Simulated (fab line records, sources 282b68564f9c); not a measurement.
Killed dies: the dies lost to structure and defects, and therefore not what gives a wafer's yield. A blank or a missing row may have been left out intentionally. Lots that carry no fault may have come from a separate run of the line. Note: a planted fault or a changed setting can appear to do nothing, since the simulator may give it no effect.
Which tool was responsible?	flow rit-cmos	Sampling: 13 lots, 39 wafers, 6 of 202 route steps

== WHAT THE GAUGES READ, wafer by wafer ==
RIT_PSD_TW_MEAS_10.
lot	measured	on	PSD_TW
L254	day 3 04:33	film-metro-03	3342 3340 3324
L256	day 3 18:02	film-metro-03	3349 3343 3337
L257	day 3 20:58	film-metro-03	3350 3366 3357
L258	day 4 01:48	film-metro-02	3340 3351 3347
L260	day 4 10:37	film-metro-04	3402 3408 3415
L261	day 4 15:23	film-metro-02	3359 3351 3352
L262	day 4 23:48	film-metro-03	3316 3334 3309
L263	day 5 08:19	film-metro-04	3408 3429 3409
L265	day 5 13:33	film-metro-02	3370 3376 3381
L266	day 5 19:51	film-metro-04	3428 3424 3426
L267	day 6 00:29	film-metro-03	3348 3333 3351
L269	day 6 05:40	film-metro-02	3385 3366 3380
L275	day 7 12:09	film-metro-02	3345 3354 3342

RIT_CONTACT_CD_MEAS_08: target cd 1000 nm.
lot	measured	on	cd-nm (nm)
L254	day 3 07:23	cd-sem-02	997.4 998.5 999.3
L256	day 3 20:37	cd-sem-01	1002.5 1001.2 1000.8
L257	day 3 23:41	cd-sem-01	997.7 993.7 995.5
L258	day 4 04:23	cd-sem-01	1001.5 1000.6 1000.5
L260	day 4 13:11	cd-sem-02	1000.0 1000.0 998.4
L261	day 4 18:07	cd-sem-01	1001.0 1000.9 999.9
L262	day 5 02:30	cd-sem-01	999.5 999.2 1000.9
L263	day 5 11:06	cd-sem-01	999.2 998.4 999.3
L265	day 5 16:11	cd-sem-02	997.4 999.3 1001.1
L266	day 5 22:53	cd-sem-01	997.6 998.9 1001.4
L267	day 6 03:23	cd-sem-01	1002.9 1005.2 1004.4
L269	day 6 08:24	cd-sem-01	1003.8 1003.1 1001.3
L275	day 7 14:53	cd-sem-01	1004.1 1005.5 1004.2

RIT_CONTACT_CD_MEAS_90: target cd 1000 nm.
lot	measured	on	cd-nm (nm)
L254	day 3 08:04	cd-sem-02	997.8 999.1 999.4
L256	day 3 21:17	cd-sem-02	1003.1 1000.3 1000.4
L257	day 4 00:22	cd-sem-01	997.2 994.1 994.9
L258	day 4 05:04	cd-sem-02	1001.8 1000.5 1000.2
L260	day 4 13:52	cd-sem-02	1000.5 999.7 999.5
L261	day 4 18:48	cd-sem-02	1001.2 1000.6 999.9
L262	day 5 03:10	cd-sem-01	999.4 998.9 1000.9
L263	day 5 11:57	cd-sem-01	999.4 997.7 999.9
L265	day 5 16:57	cd-sem-01	997.8 999.5 1001.2
L266	day 5 23:33	cd-sem-02	997.4 998.5 1000.7
L267	day 6 04:04	cd-sem-02	1002.8 1004.9 1004.8
L269	day 6 09:05	cd-sem-01	1003.6 1002.9 1001.7
L275	day 7 15:34	cd-sem-01	1003.5 1005.3 1004.6

RIT_M1_RS_MEAS_01: uses a four-point probe to measure.
lot	measured	on	M1_AL_RS (ohm/sq)
L254	day 3 08:50	film-metro-03	0.0750 0.0727 0.0735
L256	day 3 22:04	film-metro-04	0.0724 0.0730 0.0714
L257	day 4 01:08	film-metro-02	0.0746 0.0740 0.0731
L258	day 4 05:50	film-metro-02	0.0734 0.0721 0.0715
L260	day 4 14:39	film-metro-04	0.0732 0.0719 0.0721
L261	day 4 19:35	film-metro-03	0.0732 0.0744 0.0746
L262	day 5 03:56	film-metro-04	0.0739 0.0727 0.0723
L263	day 5 12:46	film-metro-02	0.0732 0.0740 0.0736
L265	day 5 17:47	film-metro-04	0.0739 0.0742 0.0739
L266	day 6 00:29	film-metro-04	0.0725 0.0730 0.0720
L267	day 6 04:52	film-metro-03	0.0742 0.0741 0.0742
L269	day 6 09:50	film-metro-03	0.0726 0.0729 0.0739
L275	day 7 16:20	film-metro-04	0.1610 0.0742 0.0740

RIT_M1_THK_MEAS_02: measures by xrf.
lot	measured	on	M1_AL_THK (nm)
L254	day 3 08:58	film-metro-03	394 406 401
L256	day 3 22:11	film-metro-04	407 405 415
L257	day 4 01:16	film-metro-02	391 393 402
L258	day 4 05:56	film-metro-02	402 406 409
L260	day 4 14:46	film-metro-04	403 408 409
L261	day 4 19:41	film-metro-03	406 398 397
L262	day 5 04:03	film-metro-04	397 402 405
L263	day 5 12:53	film-metro-02	400 395 399
L265	day 5 17:54	film-metro-04	394 393 393
L266	day 6 00:37	film-metro-04	405 401 409
L267	day 6 04:59	film-metro-03	399 399 399
L269	day 6 09:58	film-metro-03	407 402 401
L275	day 7 16:28	film-metro-04	189 398 395

== EACH LOT AND THE TOOL THAT RAN IT (in order: tool; ch and the chambers of the sampled wafers; start) ==
lot	RIT_M1_SPUTTER_00
L254	pvd-sputter-01, day 3 08:33
L256	pvd-sputter-01, day 3 21:46
L257	pvd-sputter-02, day 4 00:50
L258	pvd-sputter-01, day 4 05:30
L260	pvd-sputter-01, day 4 14:21
L261	pvd-sputter-02, day 4 19:14
L262	pvd-sputter-01, day 5 03:37
L263	pvd-sputter-02, day 5 12:29
L265	pvd-sputter-02, day 5 17:29
L266	pvd-sputter-01, day 6 00:12
L267	pvd-sputter-02, day 6 04:34
L269	pvd-sputter-02, day 6 09:33
L275	pvd-sputter-02, day 7 16:03
- RIT_M1_SPUTTER_00: material Al, target thk 400 nm, time 500 s.

== AS READ BY THE TOOLS THEMSELVES (means over the sampled wafers that have a number; for cases with no such wafer, the mark the record gives instead) ==
RIT_M1_SPUTTER_00.
lot	tool	cathode-dc-power-W (W)	throttle-valve-pct (%)
L254	pvd-sputter-01	2000.0	31.8
L256	pvd-sputter-01	2000.3	30.6
L257	pvd-sputter-02	2000.2	29.7
L258	pvd-sputter-01	2000.2	31.2
L260	pvd-sputter-01	2000.2	31.1
L261	pvd-sputter-02	2000.2	29.7
L262	pvd-sputter-01	2000.0	31.1
L263	pvd-sputter-02	1999.7	29.8
L265	pvd-sputter-02	2000.3	30.5
L266	pvd-sputter-01	1999.6	30.4
L267	pvd-sputter-02	2000.0	29.9
L269	pvd-sputter-02	2000.1	30.3
L275	pvd-sputter-02	2000.0	29.7

== THE ANSWER, worked out from the rows above alone ==
Rule: usual is defined by the lots themselves. The widest of any qualifying gaps counts: lots, ordered by their means at a reading, are off when they make up no more than a third of the lots, leave a main group of 4 or more, and stand apart from it by 3 or more times the standard deviation of that group's means. A main group is skipped when, at the precision printed for the reading in the tables above, its means are all equal. Also off: a lot with no number at a reading for which 4 or more lots have one. All remaining lots with rows at the step are treated as sound. After the gauges, taken in route order, come the tools' own readings; for these a lot's mean is taken, as printed above. The first step at which some lot is off is used, and at that step the reading that is off furthest; a lot without a number counts as furthest.
Off: at RIT_M1_RS_MEAS_01 (M1_AL_RS), L275. Main group: mean 0.0733 ohm/sq, sd 0.00071.
A tool fits if, at a process step before that reading, it ran every lot that is off, and no sound lot after the first of them. The gauges at RIT_M1_RS_MEAS_01 are tried like those tools. Undecided on this evidence; 2 tools fit (pvd-sputter-02 at RIT_M1_SPUTTER_00, film-metro-04 at RIT_M1_RS_MEAS_01).

== WHAT WAS PUT IN BY THE SIMULATOR ==
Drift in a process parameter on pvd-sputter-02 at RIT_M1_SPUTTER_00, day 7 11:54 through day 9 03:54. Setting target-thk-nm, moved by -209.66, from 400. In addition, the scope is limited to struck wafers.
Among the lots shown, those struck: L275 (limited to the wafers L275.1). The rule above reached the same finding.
